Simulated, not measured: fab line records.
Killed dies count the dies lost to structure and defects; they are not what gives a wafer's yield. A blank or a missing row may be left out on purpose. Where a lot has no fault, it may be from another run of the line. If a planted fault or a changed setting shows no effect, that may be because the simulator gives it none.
Which of the tools did it? -- flow berkeley cmos170 -- 45 wafers from 15 lots sampled at 2 of the route's 331 steps

== WHAT THE GAUGES SHOWED, per wafer ==
UCB170_PWELL_THK_MEAS_06. Usual: PWELL_NITRIDE_THK 220.3 nm, standard deviation 2.1.
lot,measured,on,PWELL_NITRIDE_THK (nm),flag
L309,day 2 18:22,film metro-04,218.0 221.7 219.9,
L310,day 2 22:52,film metro-02,219.7 219.0 221.5,
L312,day 3 11:27,film metro-03,219.1 217.2 222.2,
L313,day 3 16:52,film metro-02,222.9 220.8 222.8,
L314,day 3 23:29,film metro-03,224.0 221.7 223.0,
L316,day 4 14:14,film metro-04,222.2 220.8 221.2,
L318,day 4 23:14,film metro-03,218.9 221.5 218.6,
L319,day 4 23:17,film metro-04,219.7 219.3 218.8,
L321,day 5 10:14,film metro-02,218.8 218.9 220.5,
L325,day 6 04:43,film metro-02,180.9 181.8 180.9,OFF
L327,day 6 18:05,film metro-04,183.5 184.6 183.6,OFF
L328,day 7 04:11,film metro-03,221.5 222.7 222.4,
L330,day 7 12:13,film metro-02,184.8 183.4 184.4,OFF
L331,day 7 15:38,film metro-02,219.9 220.2 220.8,
L332,day 7 20:25,film metro-04,219.5 219.4 219.5,

== WHAT TOOL EACH LOT RAN ON (gives the tool, then ch and the chambers of the sampled wafers, and finally the start) ==
lot,UCB170_PWELL_CVD_05
L309,"lpcvd-02 ch 1, day 2 16:26"
L310,"lpcvd-01 ch 0, day 2 20:57"
L312,"lpcvd-02 ch 1, day 3 09:32"
L313,"lpcvd-02 ch 1, day 3 14:56"
L314,"lpcvd-01 ch 1, day 3 21:32"
L316,"lpcvd-01 ch 1, day 4 11:22"
L318,"lpcvd-01 ch 1, day 4 20:21"
L319,"lpcvd-01 ch 0, day 4 20:21"
L321,"lpcvd-01 ch 1, day 5 08:19"
L325,"lpcvd-01 ch 0, day 6 02:47"
L327,"lpcvd-01 ch 1, day 6 16:10"
L328,"lpcvd-02 ch 0, day 7 02:12"
L330,"lpcvd-01 ch 1, day 7 10:17"
L331,"lpcvd-02 ch 0, day 7 13:43"
L332,"lpcvd-02 ch 0, day 7 18:29"
- UCB170_PWELL_CVD_05: deposits Si3N4 from SiH2Cl2/NH3, target thk 220 nm, time 3300 s.

== WHAT THE TOOLS THEMSELVES READ (means of the sampled wafers that have a number; where no wafer has one, the mark that the record gives instead) ==
UCB170_PWELL_CVD_05. Usual: spike tc source C reads 825.2 C (standard deviation 2.1).
lot,tool,spike tc source C (C),flag
L309,lpcvd-02,822.9,
L310,lpcvd-01,828.4,
L312,lpcvd-02,823.3,
L313,lpcvd-02,822.8,
L314,lpcvd-01,825.2,
L316,lpcvd-01,825.8,
L318,lpcvd-01,826.5,
L319,lpcvd-01,828.9,
L321,lpcvd-01,824.6,
L325,lpcvd-01,827.8,
L327,lpcvd-01,823.7,
L328,lpcvd-02,824.2,
L330,lpcvd-01,825.1,
L331,lpcvd-02,825.2,
L332,lpcvd-02,825.2,

== THE ANSWER, worked out from the rows above alone ==
Rule: a lot counts as off when the mean over its wafers that have a number is more than 3 standard deviations away from the usual mean. Also off: a lot with no number at a reading for which 4 or more lots have one. Where the step has rows for the other lots, those lots are counted as sound. After the gauges, taken in route order, come the tools' own readings; for these a lot's mean is taken, as printed above. At the first step where some lot is off, the reading lying furthest off is the one used; lots without a number count as furthest.
Off: L325, L327, L330, at UCB170_PWELL_THK_MEAS_06 (PWELL_NITRIDE_THK).
A tool fits if, at a process step before that reading, it ran every lot that is off, and no sound lot after the first of them. Gauges at UCB170_PWELL_THK_MEAS_06: tried the same way as those tools. One candidate fits, namely lpcvd-01 at UCB170_PWELL_CVD_05. Its last sound lot is L321 (day 5 08:19), its first lot that is off L325 (day 6 02:47): a fault that began between those two fits.

== WHAT THE SIMULATOR HAD INSERTED ==
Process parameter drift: lpcvd-01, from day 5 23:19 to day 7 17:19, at UCB170_PWELL_CVD_05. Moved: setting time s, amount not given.
Lots struck among those shown: L325, L327, L330. The rule above found the same.
